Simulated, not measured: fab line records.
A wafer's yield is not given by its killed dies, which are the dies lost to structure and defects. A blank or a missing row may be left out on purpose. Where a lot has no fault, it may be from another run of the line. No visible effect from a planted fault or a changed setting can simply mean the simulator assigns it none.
What tool caused it? ; flow rit cmos ; 14 lots with 42 wafers sampled at 2 steps, on a route of 202 steps

## WHAT EACH GAUGE READ, for each wafer
RIT_M1_CD_MEAS_09: the cd target is 2600 nm.
lot;measured;on;cd nm (nm)
L394;day 3 07:17;cd sem-02;2603.3 2602.4 2602.1
L397;day 3 21:21;cd sem-02;2603.4 2599.8 2600.5
L398;day 4 03:40;cd sem-02;2598.3 2600.7 2600.2
L399;day 4 10:38;cd sem-01;2595.7 2597.5 2597.4
L400;day 4 12:52;cd sem-01;2599.9 2598.7 2600.9
L401;day 4 17:27;cd sem-02;2601.6 2599.8 2600.7
L402;day 4 23:26;cd sem-01;2596.4 2597.7 2596.4
L403;day 5 09:12;cd sem-01;2601.7 2602.7 2601.7
L404;day 5 10:56;cd sem-01;2602.3 2601.9 2601.8
L406;day 5 19:14;cd sem-02;2605.4 2604.8 2604.5
L407;day 6 01:41;cd sem-01;2598.4 2597.3 2596.4
L408;day 6 11:12;cd sem-02;2608.2 2609.6 2609.1
L409;day 6 13:38;cd sem-01;2608.3 2606.6 2608.1
L411;day 6 21:14;cd sem-01;2600.1 2602.2 2602.1

## EACH LOT AND THE TOOL THAT RAN IT (in order: tool; ch and the chambers of the sampled wafers; start)
lot;RIT_M1_COAT_04
L394;litho track-02 ch 0, day 3 06:26
L397;litho track-01 ch 0, day 3 20:26
L398;litho track-01 ch 0, day 4 02:56
L399;litho track-04 ch 0, day 4 09:47
L400;litho track-01 ch 0, day 4 12:00
L401;litho track-02 ch 0, day 4 16:43
L402;litho track-01 ch 0, day 4 22:35
L403;litho track-01 ch 0, day 5 08:20
L404;litho track-01 ch 0, day 5 10:05
L406;litho track-01 ch 0, day 5 18:31
L407;litho track-04 ch 0, day 6 00:58
L408;litho track-01 ch 0, day 6 10:28
L409;litho track-01 ch 0, day 6 12:54
L411;litho track-02 ch 0, day 6 20:23
- RIT_M1_COAT_04: resist thk 1300 nm.

## WHAT THE TOOLS THEMSELVES READ (means of the sampled wafers that have a number; where no wafer has one, the mark that the record gives instead)
RIT_M1_COAT_04.
lot;tool;spin speed rpm (rpm)
L394;litho track-02;1999.6
L397;litho track-01;2000.0
L398;litho track-01;1999.3
L399;litho track-04;2001.1
L400;litho track-01;2000.2
L401;litho track-02;1999.1
L402;litho track-01;1999.7
L403;litho track-01;2000.5
L404;litho track-01;1999.4
L406;litho track-01;2000.0
L407;litho track-04;1999.1
L408;litho track-01;2001.0
L409;litho track-01;2000.7
L411;litho track-02;1999.5

## THE ANSWER, worked out from the rows above alone
Rule: the usual values come from the lots themselves. Put in order of their means at a reading, lots are off if they are a third of the lots or fewer, leave a main group of 4 or more, and stand apart from it by a gap of 3 or more times the standard deviation of the main group's means; of several such gaps the widest counts. If all means in a main group match to the digits the tables above print for the reading, that group is not used. A lot without any number at a reading at which 4 lots or more have one is off too. Any other lot the step has rows for is counted as sound. After the gauges, taken in route order, come the tools' own readings; for these a lot's mean is taken, as printed above. The first step at which some lot is off is used, and at that step the reading that is off furthest; a lot without a number counts as furthest.
No lot is off on any of the readings shown, so nothing can be concluded from this.

## WHAT WAS PUT IN BY THE SIMULATOR
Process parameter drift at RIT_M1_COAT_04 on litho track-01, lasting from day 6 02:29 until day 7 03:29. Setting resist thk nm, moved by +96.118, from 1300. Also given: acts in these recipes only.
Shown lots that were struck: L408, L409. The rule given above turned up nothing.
